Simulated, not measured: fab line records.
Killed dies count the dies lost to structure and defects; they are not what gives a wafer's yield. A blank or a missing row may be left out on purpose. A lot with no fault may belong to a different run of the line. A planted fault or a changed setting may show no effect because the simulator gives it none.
Struck lot and sound lot, side by side -- flow rit-cmos -- 18 steps out of a route of 202
Sound: the wafers L213.2, L213.4, L213.5. The struck wafers were L219.1, L219.3, L219.5. Last of all comes the cause.
Per side, at each step with rows, come the tool, then ch with its chambers, and then its first start. Under that, the readings that differ: sound wafers -- struck wafers -- difference of the means -- sigmas: that difference in standard deviations of wafers without a fault.
alike: a reading whose means differ by less than 2 such deviations, as well as words and numbers matching on both sides. not compared: withheld readings; readings where some wafer has no value; bounds like >300 that might hide an equal value; numbers whose values overlap and for which the record gives no deviation.
A row with sigmas, a row that says differs or no value, or rows on one side alone: a step with any of these is where the two part. Numbers that have no deviation but don't overlap get no sigmas and don't part them. Lack of a reading on every wafer of one side parts them only where that side has two or more wafers.

first, 1 step without rows for these wafers: RIT_GATE_HARDBAKE_18 (time 60 s).
RIT_GATE_ETCH_19: etches poly-Si in SF6/CHF3/O2, stops on SiO2, time 165 s, target depth 312.5 nm.
  sound on rie-si-02 ch 0,2, day 3 11:07; struck on rie-si-02 ch 0,1, day 4 11:25
  alike: SF6_flow_sccm, drypump-motor-current-A, oes-product-au, throttle-valve-pct
  not compared: rf-hours-counter-h
RIT_GATE_STRIP_20: strips in O2, time 180 s.
  sound on plasma-asher-03 ch 0, day 3 11:13; struck on plasma-asher-02 ch 0,1, day 4 11:32
reading,sound,struck,difference,sigmas
drypump-motor-current-A (A),4.9 4.8 4.9,5.9 6.7 5.9,+1.3,+2
  alike: o2-flow-sccm
  not compared: rf-hours-counter-h
RIT_GATE_CD_MEAS_90: the cd target is 150 nm.
  struck on cd-sem-01, day 4 11:42; sound on cd-sem-01, day 3 11:25
reading,sound,struck,difference,sigmas
cd-nm (nm),152.5 149.8 152.9,147.8 146.9 144.8,-5.2,-2
then, 4 steps without rows for these wafers: RIT_REOX_CLEAN_00 (cleans in SC1, time 600 s); RIT_REOX_CLEAN_01 (cleans in dHF, time 30 s); RIT_REOX_CLEAN_02 (cleans in SC2, time 600 s); RIT_REOX_OXIDATION_03 (target thk 25.2 nm, ox time 5580 s).
RIT_REOX_THK_MEAS_04:
  struck on film-metro-04, day 4 15:07; sound on film-metro-03, day 3 14:28
  alike: REOX_OXIDE_THK
then, 3 steps without rows for these wafers: RIT_NLDD_HMDS_00 (prime time 60 s); RIT_NLDD_COAT_01 (resist thk 1000 nm); RIT_NLDD_SOFTBAKE_02 (time 60 s).
RIT_NLDD_EXPOSE_03: exposes mask M7, target cd 40700 nm.
  sound on iline-stepper-01 ch 0, day 3 15:07; struck on iline-stepper-01 ch 0, day 4 15:46
reading,sound,struck,difference,sigmas
model.NLDD.overlay-x-nm (nm),-0.04773 -0.04773 -0.04773,-148.5 -148.5 -148.5,-148.5,
  alike: mask
then, 2 steps without rows for these wafers: RIT_NLDD_PEB_04; RIT_NLDD_DEVELOP_05 (develop time 50 s).
RIT_NLDD_OVL_MEAS_06:
  struck on overlay-01, day 4 16:10; sound on overlay-01, day 3 15:30
reading,sound,struck,difference,sigmas
NLDD_OVL (nm),0.5 2.1 1.2,-147.2 -147.8 -148.8,-149.2,-99 or more
then, 1 step without rows for these wafers: RIT_NLDD_HARDBAKE_07 (time 60 s).
RIT_M1_PROBE_99:
  struck on prober-02, day 5 07:46; sound on prober-02, day 4 07:23
reading,sound,struck,difference,sigmas
model.etest.nldd.width-nm (nm),3167 3164 3170,3120 3100 3109,-57,
  alike: killed_at_M0_to_M3, killed-at-contacts, killed-at-front-end, killed-dies, killed-open, killed-short

== WHERE THEY PART ==
First at RIT_GATE_STRIP_20; last, within this record, at RIT_NLDD_OVL_MEAS_06. Later steps at which nothing parts them and some readings are alike: RIT_M1_PROBE_99.

WHY: what the simulator had put in
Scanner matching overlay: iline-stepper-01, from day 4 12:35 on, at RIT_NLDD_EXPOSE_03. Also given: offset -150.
